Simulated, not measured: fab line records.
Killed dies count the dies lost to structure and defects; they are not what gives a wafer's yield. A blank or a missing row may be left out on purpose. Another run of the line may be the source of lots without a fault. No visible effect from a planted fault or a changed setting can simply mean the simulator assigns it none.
What tool caused it?    flow rit-cmos    18 wafers from 6 lots sampled at 2 of the route's 202 steps

WHAT THE GAUGES READ, wafer by wafer
RIT_FOX2_THK_MEAS_01.
lot   measured     on             FOX2_OXIDE_THK (nm)
L440  day 2 04:40  film-metro-03  346 347 343
L442  day 2 23:04  film-metro-03  347 350 352
L444  day 3 07:31  film-metro-04  347 351 352
L446  day 3 18:58  film-metro-03  386 387 393
L448  day 3 23:22  film-metro-03  349 343 354
L461  day 6 13:51  film-metro-04  339 335 339

EACH LOT AND THE TOOL THAT RAN IT (in order: tool; ch and the chambers of the sampled wafers; start)
lot   RIT_FOX2_OXIDATION_00
L440  furnace-03 ch 0, day 2 03:21
L442  furnace-01 ch 0, day 2 21:44
L444  furnace-01 ch 0, day 3 06:10
L446  furnace-01 ch 0, day 3 17:39
L448  furnace-03 ch 0, day 3 22:02
L461  furnace-04 ch 0, day 6 12:31
- RIT_FOX2_OXIDATION_00: target thk 350.7 nm, ox time 1130 s.

THE ANSWER, worked out from the rows above alone
Rule: usual is defined by the lots themselves. Put in order of their means at a reading, lots are off if they are a third of the lots or fewer, leave a main group of 4 or more, and stand apart from it by a gap of 3 or more times the standard deviation of the main group's means; of several such gaps the widest counts. A main group whose means are all the same, to the digits that the tables above print for the reading, isn't used. A lot without any number at a reading at which 4 lots or more have one is off too. Any other lot the step has rows for is counted as sound.
Off: at RIT_FOX2_THK_MEAS_01 (FOX2_OXIDE_THK), L446. Mean 346 nm and standard deviation 4.6 in the main group.
If a tool, at a process step before that reading, ran all the lots that are off and no sound lot after the first of them, it fits. Those tools and the gauges at RIT_FOX2_THK_MEAS_01 are tried in the same way. One candidate fits, namely furnace-01 at RIT_FOX2_OXIDATION_00. A fault onset in the window from L444 (day 3 06:10, its last sound lot) to L446 (day 3 17:39, its first lot off) fits.

WHAT THE SIMULATOR HAD INSERTED
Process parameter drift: furnace-01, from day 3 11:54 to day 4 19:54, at RIT_FOX2_OXIDATION_00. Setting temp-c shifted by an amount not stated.
Struck lots among those shown: L446. The rule given above showed the same thing.
